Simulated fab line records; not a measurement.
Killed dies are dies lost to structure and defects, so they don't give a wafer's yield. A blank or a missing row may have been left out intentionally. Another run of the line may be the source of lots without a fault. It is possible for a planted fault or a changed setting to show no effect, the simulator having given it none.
Chamber matching + flow berkeley cmos170 + rie diel-04 running UCB170_GATE_ETCH_14: 4 sister chambers
The step etches BARC in N2/H2. 8 wafers are shown with their chamber, then 7 later ones without.

== WAFERS WITH THEIR CHAMBER ==
| wafer  | chamber | throttle valve pct (%) | oes product au (a.u.) |
|--------|---------|------------------------|-----------------------|
| L634.1 | 0       | 13.40                  | 0.978                 |
| L635.4 | 0       | 13.41                  | 0.974                 |
| L635.5 | 2       | 13.44                  | 0.983                 |
| L646.1 | 1       | 13.39                  | 0.979                 |
| L646.2 | 3       | 13.42                  | 0.996                 |
| L646.3 | 2       | 13.47                  | 0.993                 |
| L647.2 | 1       | 13.38                  | 0.964                 |
| L647.3 | 3       | 13.42                  | 1.003                 |

== WAFERS WITHOUT THEIR CHAMBER ==
| wafer  | throttle valve pct (%) | oes product au (a.u.) |
|--------|------------------------|-----------------------|
| L647.6 | 13.43                  | 0.984                 |
| L649.1 | 13.41                  | 0.978                 |
| L649.2 | 13.42                  | 1.015                 |
| L649.4 | 13.46                  | 0.996                 |
| L656.2 | 13.40                  | 0.992                 |
| L656.3 | 13.40                  | 0.971                 |
| L656.6 | 13.38                  | 0.964                 |

== WHICH CHAMBER EACH WENT THROUGH ==
| wafer  | from the rows above          | in truth |
|--------|------------------------------|----------|
| L647.6 | can't be placed: 2 or 3 or 0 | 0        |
| L649.1 | can't be placed: 0 or 1      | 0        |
| L649.2 | 3                            | 3        |
| L649.4 | 2                            | 2        |
| L656.2 | can't be placed: 3 or 0 or 1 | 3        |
| L656.3 | can't be placed: 0 or 1      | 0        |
| L656.6 | can't be placed: 1 or 0      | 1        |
Correctly placed: 2 of 7. Not placeable from these rows: 5 (in 5, the candidates include the true chamber). 0 placed wrongly.
How it was worked out, from the rows above alone: a wafer's distance from a chamber is the root of the sum, over the readings, of the square of ((its reading less the chamber's mean) divided by the reading's scatter). If the next closest chamber is less than 2 further off than the closest, the wafer can't be placed; otherwise it belongs to the closest. A chamber's mean is the mean of its shown wafers. How the scatter is found: for the shown wafers, subtract from each reading the mean of its chamber, square and add these, divide the total by (wafers less chambers), then take the root.
